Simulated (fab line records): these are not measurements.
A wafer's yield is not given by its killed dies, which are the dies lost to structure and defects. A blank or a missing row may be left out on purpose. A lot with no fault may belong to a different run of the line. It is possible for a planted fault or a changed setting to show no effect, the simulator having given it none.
fab line records ; flow rit-cmos
[record] lots = 14; wafers = 42; last-day = 7
route steps=202 shown ACTIVE@14 NWELL@34 NRETRO@59 CONTACT@177 M1@202
lots that met no fault: from a run of the same line without faults
start-h: hours from the record's first day to the start of the lot's first wafer shown ; wait-h: time in hours since the lot's previous step ; " identical to the entry in the row above ; L1.1+2: a row that stands for several wafers ; - no value, or no start was given ; * or withheld: withheld ; < > ~ a bound
route shown NAME@n: a module of which the file shows steps, and the number in the route of the first ; usual: mean/standard deviation taken from wafers without a fault ; same: alike in all rows ; chamber/n: place in a boat ; sites: the reading at each site ; _std_site: how widely they spread, as a standard deviation ; _edge_site: the outer-site mean with the inner-site mean subtracted ; radius-mm: how far each site lies from the wafer's centre ; mask NAME#n: copy n ; behind: the most recent tool/chamber to have shaped the wafer ; hold: why the lot went on hold/how many hours it stayed there/how the hold came to an end ; device: whichever transistor did not switch (one of n, p or np) ; end of line: tests of these same wafers at the route's end ; a step given without rows: its recipe and nothing more ; killed: the dies lost at the first sort to structure and to defects; this is not the yield of the wafer ; map: dies across one wafer; x = killed, . = not, _ = none there
set.NAME: the setting as run; set.NAME@STEP: as run at that earlier step ; model.NAME: the simulator's own value behind a step, which no gauge read
one table for each step of the route and one row for each wafer, over a sample of lots
services: from which hour (start-h, from the record's first day; less than 0 if before it) a tool's chamber was out of use, for how many hours, and why
[[steps]]
[step RIT_ACTIVE_ETCH_13]
[recipe] stop-on = SiO2; chemistry = SF6; target = Si3N4; time-s = 210; over-etch-frac = 0.4; SF6_flow_sccm = 200; pressure-mtorr = 260; rf-w = 125; target-depth-a = 2100
[usual] drypump-motor-current-A = 5.8/0.43; oes-product-au = 0.823/0.015; run-length-s = 238.4/0.43; throttle-valve-pct = 7.53/0.082
lot.wafer;tool;chamber;start-h;wait-h;drypump-motor-current-A;oes-product-au;rf-hours-counter-h;run-length-s;throttle-valve-pct
L200.1;rie-diel-04;2;14.71;0.1;6.4;0.843;132;239.4;7.46
L200.3;rie-diel-04;1;14.71;0.1;5.8;0.842;165;237.9;7.62
L200.5;rie-diel-04;2;14.71;0.1;6.4;0.834;-;239.2;7.45
L201.1;rie-diel-04;1;19.71;0.1;5.7;0.838;165;238.0;7.62
L201.2;rie-diel-04;2;19.71;0.1;6.4;0.833;132;238.9;7.45
L201.4;rie-diel-04;3;19.71;0.1;5.5;0.837;173;238.7;7.56
L202.3;rie-diel-03;1;25.42;0.1;5.3;0.807;0;237.7;7.53
L202.5;rie-diel-03;1;25.42;0.1;5.3;0.802;-;237.7;7.54
L202.6;rie-diel-03;0;25.42;0.1;6.3;0.799;-;238.7;7.62
L205.3;rie-diel-04;2;39.83;0.1;6.4;0.829;133;239.1;7.46
L205.4;rie-diel-04;2;39.83;0.1;6.4;0.834;-;239.2;7.44
L205.5;rie-diel-04;1;39.83;0.1;5.7;0.826;-;238.3;7.63
L208.2;rie-diel-04;3;54.71;0.1;5.5;0.820;0;238.9;7.57
L208.4;rie-diel-04;1;54.71;0.1;5.7;0.836;166;238.1;7.61
L208.5;rie-diel-04;3;54.71;0.1;5.5;0.809;-;238.7;7.56
L209.1;rie-diel-03;3;59.71;0.1;6.0;0.800;4;238.7;7.39
L209.3;rie-diel-03;0;59.71;0.1;6.3;0.814;154;238.5;7.62
L209.6;rie-diel-03;0;59.71;0.1;6.2;0.801;-;239.4;7.60
L210.4;rie-diel-02;1;66.05;0.1;6.3;0.948;159;212.7;7.34
L210.5;rie-diel-02;2;66.05;0.1;5.2;0.824;-;238.0;7.48
L210.6;rie-diel-02;1;66.05;0.1;6.3;0.948;-;212.8;7.32
L214.1;rie-diel-02;3;87.59;0.1;5.0;0.848;6;238.2;7.50
L214.2;rie-diel-02;1;87.59;0.1;6.2;0.939;160;212.9;7.34
L214.3;rie-diel-02;0;87.59;0.1;5.1;0.843;78;238.1;7.60
L217.2;rie-diel-04;1;100.81;0.1;5.7;0.813;0;238.2;7.62
L217.3;rie-diel-04;2;100.81;0.1;6.4;0.831;134;239.2;7.45
L217.4;rie-diel-04;3;100.81;0.1;5.5;0.806;1;238.8;7.56
L218.2;rie-diel-02;0;105.20;0.1;5.1;0.840;78;237.7;7.61
L218.4;rie-diel-02;2;105.20;0.1;5.3;0.815;-;237.9;7.50
L218.6;rie-diel-02;2;105.20;0.1;5.3;0.821;-;237.9;7.50
L219.1;rie-diel-04;1;109.83;0.1;5.7;0.828;1;238.5;7.63
L219.2;rie-diel-04;3;109.83;0.1;5.6;0.815;1;238.8;7.56
L219.4;rie-diel-04;3;109.83;0.1;5.6;0.804;-;238.6;7.56
L220.3;rie-diel-04;3;114.84;0.1;5.5;0.826;1;238.3;7.57
L220.5;rie-diel-04;3;114.84;0.1;5.5;0.829;-;238.9;7.56
L220.6;rie-diel-04;0;114.84;0.1;6.3;0.851;-;238.2;7.58
L221.1;rie-diel-03;3;119.71;0.1;6.0;0.802;5;238.1;7.38
L221.3;rie-diel-03;1;119.71;0.1;5.3;0.792;3;238.1;7.55
L221.5;rie-diel-03;3;119.71;0.1;6.0;0.812;-;238.2;7.40
L222.2;rie-diel-03;3;124.83;0.1;6.0;0.804;5;238.2;7.39
L222.4;rie-diel-03;2;124.83;0.1;5.6;0.818;-;237.9;7.54
L222.6;rie-diel-03;1;124.83;0.1;5.3;0.805;-;237.6;7.54
[step RIT_NWELL_OVL_MEAS_06]
[usual] NWELL_OVL = -1.0/1.2
lot.wafer;tool;chamber;start-h;wait-h;NWELL_OVL[nm]
L200.1;overlay-01;-;21.07;-;0.9
L200.3;overlay-01;-;21.07;-;-0.4
L200.5;overlay-01;-;21.07;-;-0.9
L201.1;overlay-01;-;25.46;-;-0.1
L201.2;overlay-01;-;25.46;-;-1.2
L201.4;overlay-01;-;25.46;-;0.9
L202.3;overlay-01;-;31.81;-;1.4
L202.5;overlay-01;-;31.81;-;0.5
L202.6;overlay-01;-;31.81;-;-0.6
L205.3;overlay-01;-;45.51;-;-0.8
L205.4;overlay-01;-;45.51;-;1.1
L205.5;overlay-01;-;45.51;-;-1.2
L208.2;overlay-02;-;62.76;-;-0.9
L208.4;overlay-02;-;62.76;-;1.2
L208.5;overlay-02;-;62.76;-;-0.7
L209.1;overlay-01;-;67.60;-;-3.1
L209.3;overlay-01;-;67.60;-;0.8
L209.6;overlay-01;-;67.60;-;-1.0
L210.4;overlay-02;-;72.61;-;-1.6
L210.5;overlay-02;-;72.61;-;-3.0
L210.6;overlay-02;-;72.61;-;-2.3
L214.1;overlay-02;-;95.34;-;0.9
L214.2;overlay-02;-;95.34;-;-2.0
L214.3;overlay-02;-;95.34;-;-1.9
L217.2;overlay-02;-;106.38;-;-3.2
L217.3;overlay-02;-;106.38;-;-0.6
L217.4;overlay-02;-;106.38;-;-2.1
L218.2;overlay-01;-;111.95;-;-0.5
L218.4;overlay-01;-;111.95;-;-2.8
L218.6;overlay-01;-;111.95;-;-0.5
L219.1;overlay-02;-;115.45;-;-1.5
L219.2;overlay-02;-;115.45;-;2.0
L219.4;overlay-02;-;115.45;-;-0.8
L220.3;overlay-01;-;120.82;-;0.1
L220.5;overlay-01;-;120.82;-;0.2
L220.6;overlay-01;-;120.82;-;-0.6
L221.1;overlay-01;-;125.15;-;0.0
L221.3;overlay-01;-;125.15;-;-1.4
L221.5;overlay-01;-;125.15;-;-0.3
L222.2;overlay-01;-;131.61;-;-1.7
L222.4;overlay-01;-;131.61;-;-0.3
L222.6;overlay-01;-;131.61;-;-1.8
[step RIT_NRETRO_OVL_MEAS_06]
[usual] NRETRO_OVL = -0.3/1.4
lot.wafer;tool;chamber;start-h;wait-h;NRETRO_OVL[nm]
L200.1;overlay-02;-;29.52;-;0.0
L200.3;overlay-02;-;29.52;-;-0.2
L200.5;overlay-02;-;29.52;-;0.4
L201.1;overlay-02;-;34.14;-;-1.7
L201.2;overlay-02;-;34.14;-;-0.4
L201.4;overlay-02;-;34.14;-;-1.0
L202.3;overlay-02;-;40.49;-;-3.1
L202.5;overlay-02;-;40.49;-;-3.3
L202.6;overlay-02;-;40.49;-;-0.6
L205.3;overlay-01;-;53.95;-;-0.1
L205.4;overlay-01;-;53.95;-;0.6
L205.5;overlay-01;-;53.95;-;-1.0
L208.2;overlay-02;-;71.43;-;-0.4
L208.4;overlay-02;-;71.43;-;-1.9
L208.5;overlay-02;-;71.43;-;-2.0
L209.1;overlay-02;-;76.51;-;-1.0
L209.3;overlay-02;-;76.51;-;-0.9
L209.6;overlay-02;-;76.51;-;-3.0
L210.4;overlay-02;-;82.68;-;0.3
L210.5;overlay-02;-;82.68;-;0.4
L210.6;overlay-02;-;82.68;-;-1.0
L214.1;overlay-01;-;104.06;-;0.3
L214.2;overlay-01;-;104.06;-;0.9
L214.3;overlay-01;-;104.06;-;1.7
L217.2;overlay-01;-;116.19;-;-1.2
L217.3;overlay-01;-;116.19;-;0.1
L217.4;overlay-01;-;116.19;-;-1.5
L218.2;overlay-02;-;121.15;-;-3.3
L218.4;overlay-02;-;121.15;-;-0.4
L218.6;overlay-02;-;121.15;-;-0.6
L219.1;overlay-02;-;124.14;-;-1.4
L219.2;overlay-02;-;124.14;-;-1.6
L219.4;overlay-02;-;124.14;-;-1.3
L220.3;overlay-01;-;129.26;-;-1.5
L220.5;overlay-01;-;129.26;-;-0.4
L220.6;overlay-01;-;129.26;-;-0.3
L221.1;overlay-01;-;133.70;-;0.0
L221.3;overlay-01;-;133.70;-;0.0
L221.5;overlay-01;-;133.70;-;0.2
L222.2;overlay-02;-;140.28;-;-1.0
L222.4;overlay-02;-;140.28;-;-1.2
L222.6;overlay-02;-;140.28;-;0.0
[step RIT_CONTACT_OVL_MEAS_09]
[usual] CONTACT_OVL = 0.2/1.4
lot.wafer;tool;chamber;start-h;wait-h;CONTACT_OVL[nm]
L200.1;overlay-01;-;51.59;0.1;1.5
L200.3;overlay-01;-;51.59;0.1;0.6
L200.5;overlay-01;-;51.59;0.1;0.1
L201.1;overlay-01;-;56.06;0.1;-0.5
L201.2;overlay-01;-;56.06;0.1;-0.8
L201.4;overlay-01;-;56.06;0.1;-0.7
L202.3;overlay-01;-;62.85;0.1;0.3
L202.5;overlay-01;-;62.85;0.1;-1.2
L202.6;overlay-01;-;62.85;0.1;0.7
L205.3;overlay-01;-;78.95;0.1;0.5
L205.4;overlay-01;-;78.95;0.1;0.3
L205.5;overlay-01;-;78.95;0.1;-0.1
L208.2;overlay-01;-;101.66;0.1;1.6
L208.4;overlay-01;-;101.66;0.1;1.7
L208.5;overlay-01;-;101.66;0.1;1.2
L209.1;overlay-02;-;104.10;0.1;-0.4
L209.3;overlay-02;-;104.10;0.1;1.6
L209.6;overlay-02;-;104.10;0.1;-0.3
L210.4;overlay-01;-;107.91;0.1;-0.1
L210.5;overlay-01;-;107.91;0.1;1.4
L210.6;overlay-01;-;107.91;0.1;0.5
L214.1;overlay-02;-;127.88;0.1;-0.9
L214.2;overlay-02;-;127.88;0.1;-1.6
L214.3;overlay-02;-;127.88;0.1;-1.1
L217.2;overlay-01;-;138.26;0.1;-0.2
L217.3;overlay-01;-;138.26;0.1;-2.5
L217.4;overlay-01;-;138.26;0.1;0.5
L218.2;overlay-02;-;142.90;0.1;-0.9
L218.4;overlay-02;-;142.90;0.1;-2.9
L218.6;overlay-02;-;142.90;0.1;-0.8
L219.1;overlay-01;-;146.90;0.1;1.3
L219.2;overlay-01;-;146.90;0.1;2.5
L219.4;overlay-01;-;146.90;0.1;0.4
L220.3;overlay-02;-;151.81;0.1;2.9
L220.5;overlay-02;-;151.81;0.1;0.6
L220.6;overlay-02;-;151.81;0.1;0.0
L221.1;overlay-01;-;156.18;0.1;0.7
L221.3;overlay-01;-;156.18;0.1;2.2
L221.5;overlay-01;-;156.18;0.1;2.8
L222.2;overlay-01;-;163.62;0.1;0.8
L222.4;overlay-01;-;163.62;0.1;0.7
L222.6;overlay-01;-;163.62;0.1;1.7
[step RIT_M1_PROBE_99]
[usual] killed_at_M0_to_M3 = 0.0/0.12; killed-at-contacts = 0.1/0.31; killed-at-front-end = 6.8/2.7; killed-dies = 6.9/2.7; killed-open = 3.3/1.8; killed-short = 3.5/1.8
[same] gross-dies = 264; killed_at_M4_up = 0; killed-at-back-side = 0; killed-at-other = 0
lot.wafer;tool;chamber;start-h;wait-h;killed_at_M0_to_M3;killed-at-contacts;killed-at-front-end;killed-dies;killed-open;killed-short
L209.1;prober-01;-;109.76;0.1;0;0;3;3;2;1
L209.3;prober-01;-;109.86;0.2;0;0;9;9;5;4
L209.6;prober-01;-;110.01;0.2;0;0;13;13;4;9
L210.4;prober-02;-;113.71;0.2;0;0;10;10;4;6
L210.5;prober-02;-;113.76;0.2;0;0;6;6;2;4
L210.6;prober-02;-;113.81;0.2;0;0;8;8;5;3
L217.2;prober-01;-;143.49;0.1;0;0;10;10;7;3
L217.3;prober-01;-;143.54;0.2;0;0;14;14;10;4
L217.4;prober-01;-;143.59;0.2;0;0;7;7;2;5
L218.2;prober-02;-;148.29;0.1;0;0;5;5;4;1
L218.4;prober-02;-;148.39;0.2;0;0;12;12;5;7
L218.6;prober-02;-;148.49;0.2;0;0;11;11;4;7
L219.1;prober-01;-;152.06;0.1;0;0;10;10;4;6
L219.2;prober-01;-;152.11;0.1;0;1;5;6;4;2
L219.4;prober-01;-;152.21;0.2;0;0;2;2;0;2
// killed by level:class
L209.1 FOX2:geometric-particle:open=2 REOX:geometric-particle:short=1
L209.3 SPACER:geometric-particle:open=3 GATE:geometric-particle:short=2 FOX1:geometric-particle:open=1 FOX1:geometric-particle:short=1 GATE:geometric-particle:open=1 SILICIDE:geometric-particle:short=1
L209.6 FOX1:geometric-particle:short=3 FOX1:geometric-particle:open=2 SILICIDE:geometric-particle:short=2 FOX2:geometric-particle:short=1 GATE:geometric-particle:open=1 GATE:geometric-particle:short=1 REOX:geometric-particle:short=1 SPACER:geometric-particle:short=1
L210.4 REOX:geometric-particle:open=3 GATE:geometric-particle:short=2 SILICIDE:geometric-particle:short=2 FOX2:geometric-particle:open=1 REOX:geometric-particle:short=1 SPACER:geometric-particle:short=1
L210.5 FOX1:geometric-particle:short=2 FOX2:geometric-particle:short=1 REOX:geometric-particle:open=1 SPACER:geometric-particle:short=1 SILICIDE:geometric-particle:open=1
L210.6 GATE:geometric-particle:open=5 REOX:geometric-particle:short=2 GATE:geometric-particle:short=1
L217.2 SILICIDE:geometric-particle:open=3 GATE:geometric-particle:short=2 GATE:geometric-particle:open=2 FOX1:geometric-particle:open=1 REOX:geometric-particle:open=1 SILICIDE:geometric-particle:short=1
L217.3 GATE:geometric-particle:open=6 SILICIDE:geometric-particle:open=3 FOX2:geometric-particle:short=2 GATE:geometric-particle:short=1 SPACER:geometric-particle:open=1 SILICIDE:geometric-particle:short=1
L217.4 GATE:geometric-particle:short=2 SPACER:geometric-particle:short=2 FOX1:geometric-particle:open=1 FOX2:geometric-particle:open=1 FOX2:geometric-particle:short=1
L218.2 GATE:geometric-particle:open=2 FOX1:geometric-particle:open=1 GATE:geometric-particle:short=1 REOX:geometric-particle:open=1
L218.4 GATE:geometric-particle:short=3 FOX2:geometric-particle:short=2 FOX1:geometric-particle:open=1 FOX1:geometric-particle:short=1 GATE:geometric-particle:open=1 REOX:geometric-particle:open=1 REOX:geometric-particle:short=1 SPACER:geometric-particle:open=1
L218.6 GATE:geometric-particle:short=4 FOX1:geometric-particle:short=3 GATE:geometric-particle:open=2 FOX1:geometric-particle:open=1 REOX:geometric-particle:open=1
L219.1 GATE:geometric-particle:short=2 FOX1:geometric-particle:open=1 FOX2:geometric-particle:open=1 FOX2:geometric-particle:short=1 GATE:geometric-particle:open=1 REOX:geometric-particle:short=1 SPACER:geometric-particle:short=1 SPACER:geometric-particle:open=1
L219.2 SPACER:geometric-particle:open=2 GATE:geometric-particle:short=1 SILICIDE:geometric-particle:short=1 SILICIDE:geometric-particle:open=1 CONTACT:geometric-particle:open=1
L219.4 GATE:geometric-particle:short=1 SPACER:geometric-particle:short=1
[[services]]
tool;chamber;start-h;hours;kind
rie-diel-04;3;2.58;10.8;repair
rie-diel-04;3;30.85;-;clean
rie-diel-04;3;30.85;17.5;scheduled-down
rie-diel-04;3;30.85;17.5;vent-cycle
rie-diel-04;1;66.01;-;clean
rie-diel-04;1;66.01;15.0;scheduled-down
rie-diel-04;1;66.01;15.0;vent-cycle
rie-diel-02;1;93.04;-;clean
rie-diel-02;1;93.04;23.1;scheduled-down
rie-diel-02;1;93.04;23.1;vent-cycle
rie-diel-02;3;94.80;23.1;repair
rie-diel-03;-;95.47;0.4;repair
rie-diel-04;0;104.39;7.0;repair
rie-diel-02;-;106.12;14.6;pm
rie-diel-03;0;123.72;-;clean
rie-diel-03;0;123.72;12.9;scheduled-down
rie-diel-03;0;123.72;12.9;vent-cycle
[[key]]
[first-sign] step = RIT_ACTIVE_ETCH_13; reading = run-length-s; direction = down; sigmas = 60; usual = *; struck = *
[effect] step = RIT_ACTIVE_ETCH_13; reading = oes-product-au; direction = up; sigmas = 8.3; usual = 0.823; struck = 0.945
met-at RIT_ACTIVE_ETCH_13
struck-lots L210,L214
struck-wafers L210.4,L210.6,L214.2
tester-left-out L210,L214
not-acting-at RIT_NWELL_OVL_MEAS_06,RIT_NRETRO_OVL_MEAS_06,RIT_CONTACT_OVL_MEAS_09
[fault] kind = process-parameter-drift; tool = rie-diel-02; chamber = 1; onset-h = 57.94; steps = RIT_ACTIVE_ETCH_13; channel = time-s; offset = *; shape = step; end-h = 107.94; acts-in = *; stated = *
// tester-left-out: of these lots the tester's yield and bins aren't shown, on N5 and GAA mostly nor the transistor test; their killed dies are dies lost to structure and defects alone, not to doping, threshold or leakage, so they don't give the yield
